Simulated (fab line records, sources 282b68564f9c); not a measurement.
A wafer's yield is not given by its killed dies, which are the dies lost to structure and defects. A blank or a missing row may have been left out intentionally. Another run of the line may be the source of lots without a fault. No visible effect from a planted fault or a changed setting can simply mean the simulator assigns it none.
8D (eight disciplines) problem report, filled in by code | flow rit cmos | the parts of the form that need people (team, actions taken, sign-off) are left out

1. WHAT WENT WRONG
Across 9 wafers from 3 lots, PRETRO_TW at RIT_PRETRO_TW_MEAS_10 averages 237, while fault-free wafers read 475 with a standard deviation of 5.2. Measured from the usual mean, that is -46 standard deviations.
The first sign was on wafer L989.2 at day 5 03:25, on film metro-01. The record has a number at this step for 45 wafers belonging to 15 lots. Rule for "out" (also "out of limits"): further than 4 standard deviations from the usual mean. All remaining wafers that have a number are taken as sound.

2. WHAT IT IS, AND WHAT IT ISN'T
question                    | is                           | is not
which readings at this step | PRETRO_TW                    | -
which lots                  | L989, L990, L992             | L976, L977, L978, L979, L980, L981, L982, L983, L984, L985, L986, L997
which wafers of those lots  | all that have a number       | -
read on which gauges        | film metro-01, film metro-04 | film metro-02
when                        | from day 5 03:25             | up to then (33 sound wafers); but 3 sound wafers of L997 came after

3. THE SUSPECTS, EACH WITH WHAT RULES IT OUT
Counting: a tool at a process step up to the reading stays a suspect if it ran every lot that is out and no sound lot after the first of them.
- the gauge at RIT_PRETRO_TW_MEAS_10 has been ruled out. The wafers that are out were read on 2 gauges (film metro-01, film metro-04).
- implanter-01 at RIT_PRETRO_IMPLANT_08: kept. Every lot that is out went through it, starting with L989 (day 5 03:07), and after that it ran no sound lot; the last sound lot it ran before then is L986 (day 4 13:32). On those wafers its own readings are out: dose ions cm2, faraday current uA.
Left after counting: implanter-01 at RIT_PRETRO_IMPLANT_08.

4. THE CAUSE (what the simulator had put in)
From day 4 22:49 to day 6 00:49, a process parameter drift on implanter-01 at RIT_PRETRO_IMPLANT_08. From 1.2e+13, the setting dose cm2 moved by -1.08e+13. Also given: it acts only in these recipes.
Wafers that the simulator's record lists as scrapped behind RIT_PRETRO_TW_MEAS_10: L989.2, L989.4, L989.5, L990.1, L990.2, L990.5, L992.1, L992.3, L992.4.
After counting, this tool was the only one left.

5. THE EFFECT CHAIN, in route order
One row per reading whose mean, taken over the struck wafers that have a number, lies over 3 standard deviations from the usual. Only readings for which the record gives a usual standard deviation are gone through. hours: the time from each lot's start at the first step in this table that gives one to its start at this step, as a median over the lots. sigmas: the change in usual standard deviations.
hours | step                  | reading            | usual      | on struck wafers | change      | sigmas
0     | RIT_PRETRO_IMPLANT_08 | dose ions cm2      | 1.1999e+13 | 1.2034e+12       | -1.0796e+13 | -99 or more
0     | RIT_PRETRO_IMPLANT_08 | faraday current uA | 38.0       | 3.8              | -34.2       | -48
0     | RIT_PRETRO_TW_MEAS_10 | PRETRO_TW          | 475        | 237              | -238        | -46
Its process steps:
- RIT_PRETRO_IMPLANT_08

6. HOW IT WOULD HAVE BEEN CAUGHT EARLIER
In this record the first reading out of limits at a measuring or inspecting step was taken at day 5 03:25, 5 hours after the fault began at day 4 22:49.
At RIT_PRETRO_IMPLANT_08, the tool's own readings (dose ions cm2, faraday current uA) were out on each struck wafer the step has a row for, so an alarm limit on them would have fired on the first such wafer.
Lots out: 3; of these, L990, L992 started RIT_PRETRO_IMPLANT_08 on implanter-01 after day 5 03:25. A hold on the tool at that time would have spared those 2.
